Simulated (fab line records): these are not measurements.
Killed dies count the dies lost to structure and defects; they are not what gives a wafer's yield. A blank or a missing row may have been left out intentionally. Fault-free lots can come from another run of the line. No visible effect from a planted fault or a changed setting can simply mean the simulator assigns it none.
Which tool is to blame?	flow berkeley_cmos170	18 wafers from 6 lots sampled at 4 of the route's 331 steps

## WHAT EACH GAUGE READ, for each wafer
UCB170_NSD_TW_MEAS_10.
lot	measured	on	NSD_TW
L318	day 8 10:47	film_metro-03	4126 4131 4142
L321	day 8 19:38	film_metro-04	4248 4262 4258
L324	day 9 19:46	film_metro-04	30 30 30
L334	day 11 13:05	film_metro-03	4155 4154 4160
L337	day 12 05:19	film_metro-03	4121 4132 4139
L340	day 12 15:20	film_metro-03	4132 4133 4136

## EACH LOT AND THE TOOL THAT RAN IT (in order: tool; ch and the chambers of the sampled wafers; start)
lot	UCB170_NLDD_STRIP_10	UCB170_PSD_STRIP_09	UCB170_NSD_STRIP_09
L318	plasma_asher-02 ch 0,1, day 7 23:35	plasma_asher-02 ch 0,1, day 8 07:16	plasma_asher-03 ch 0,1, day 8 10:40
L321	plasma_asher-03 ch 0,1, day 8 09:59	plasma_asher-02 ch 0,1, day 8 17:48	plasma_asher-03 ch 0,1, day 8 19:31
L324	plasma_asher-01 ch 0,1, day 9 10:26	plasma_asher-04 ch 1, day 9 16:53	plasma_asher-01 ch 0,1, day 9 19:40
L334	plasma_asher-01 ch 0,1, day 11 00:10	plasma_asher-03 ch 0,1, day 11 10:01	plasma_asher-04 ch 0,1, day 11 13:00
L337	plasma_asher-02 ch 0,1, day 11 18:18	plasma_asher-03 ch 0,1, day 12 03:17	plasma_asher-01 ch 0,1, day 12 05:14
L340	plasma_asher-01 ch 0,1, day 12 04:22	plasma_asher-03 ch 0,1, day 12 13:29	plasma_asher-01 ch 0,1, day 12 15:13
- UCB170_NLDD_STRIP_10: strips in O2.
- UCB170_PSD_STRIP_09: strips in O2.
- UCB170_NSD_STRIP_09: strips in O2.

## THE ANSWER, worked out from the rows above alone
Rule: the usual values come from the lots themselves. Put in order of their means at a reading, lots are off if they are a third of the lots or fewer, leave a main group of 4 or more, and stand apart from it by a gap of 3 or more times the standard deviation of the main group's means; of several such gaps the widest counts. A main group whose means are all the same, to the digits that the tables above print for the reading, isn't used. A lot without any number at a reading at which 4 lots or more have one is off too. All remaining lots with rows at the step are treated as sound.
Off: L324, at UCB170_NSD_TW_MEAS_10 (NSD_TW). Mean 4162 and standard deviation 48 in the main group.
If a tool, at a process step before that reading, ran all the lots that are off and no sound lot after the first of them, it fits. Those tools and the gauges at UCB170_NSD_TW_MEAS_10 are tried in the same way. 2 tools fit, plasma_asher-04 at UCB170_PSD_STRIP_09 and film_metro-04 at UCB170_NSD_TW_MEAS_10, so this cannot tell which one it is.

## WHAT THE SIMULATOR PUT IN
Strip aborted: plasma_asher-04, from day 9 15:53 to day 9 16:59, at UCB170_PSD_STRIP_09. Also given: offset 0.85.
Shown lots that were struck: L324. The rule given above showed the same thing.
